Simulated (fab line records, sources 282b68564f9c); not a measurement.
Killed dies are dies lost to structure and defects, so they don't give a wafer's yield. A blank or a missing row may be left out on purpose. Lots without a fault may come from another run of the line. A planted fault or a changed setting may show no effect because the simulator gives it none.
One fault seen from 2 desks | flow rit_cmos | each desk has only its own numbers; what lay behind them comes last

THE TOOL OWNER'S DESK: iline_stepper-02
The tool's own readings at RIT_CONTACT_EXPOSE_05 (exposes mask M11, target cd 1000 nm): means of the sampled wafers that have a number, for each lot that ran on this tool. A lot is out of limits, marked OUT, if its mean lies more than 4 standard deviations from the usual mean; the brackets give that distance.
Columns: A = focus_offset_nm at RIT_CONTACT_EXPOSE_05, usual 0.0 nm
lot  | first seen here | A
L432 | day 3 20:08     | -0.3
L436 | day 4 14:43     | 0.1
L437 | day 4 19:52     | -0.6
L439 | day 5 05:11     | 0.1
L443 | day 5 23:35     | 0.4
L444 | day 6 05:41     | 0.6
L447 | day 6 18:09     | 0.0
This desk's finding: nothing out of limits on any of the 7 lots.

THE METROLOGY DESK
What the gauges read, lot by lot, whatever tool the lot ran on: means of the sampled wafers that have a number. A lot is out of limits, marked OUT, if its mean lies more than 4 standard deviations from the usual mean; the brackets give that distance.
Columns: A = CONTACT_OVL at RIT_CONTACT_OVL_MEAS_09, usual 0.6 nm
lot  | first seen here | A
L430 | day 3 08:54     | 1.6
L432 | day 3 20:46     | 1.1
L433 | day 4 01:55     | 1.6
L434 | day 4 08:54     | -0.4
L435 | day 4 11:08     | 1.0
L436 | day 4 15:20     | 1.4
L437 | day 4 20:29     | -2.0
L438 | day 5 00:35     | 0.4
L439 | day 5 05:50     | -2.2
L443 | day 6 00:13     | 239.8 (+99 or more) OUT
L444 | day 6 06:18     | 239.2 (+99 or more) OUT
L445 | day 6 10:40     | 0.7
L447 | day 6 18:47     | 240.6 (+99 or more) OUT
L450 | day 7 13:11     | 0.8
L452 | day 7 19:13     | 0.4
This desk's finding: out of limits on L443, L444, L447; first on L443, day 6 00:13 (CONTACT_OVL at RIT_CONTACT_OVL_MEAS_09). In limits: L430, L432, L433, L434, L435, L436, L437, L438, L439, L445, L450, L452.

PUT TOGETHER
The metrology desk could have raised an alarm at day 6 00:13, on L443, L444, L447.
The tool owner's desk saw nothing out of limits.
The tool owner's desk has L443, L444, L447 on record, within its limits.
Of the lots named, all ran RIT_CONTACT_EXPOSE_05 on iline_stepper-02.

WHAT THE SIMULATOR HAD PUT IN
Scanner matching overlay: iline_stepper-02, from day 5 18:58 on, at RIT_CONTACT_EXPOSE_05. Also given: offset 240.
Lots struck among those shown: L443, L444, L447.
Hours from the fault's start to each desk's first reading out of limits: the metrology desk, 5.
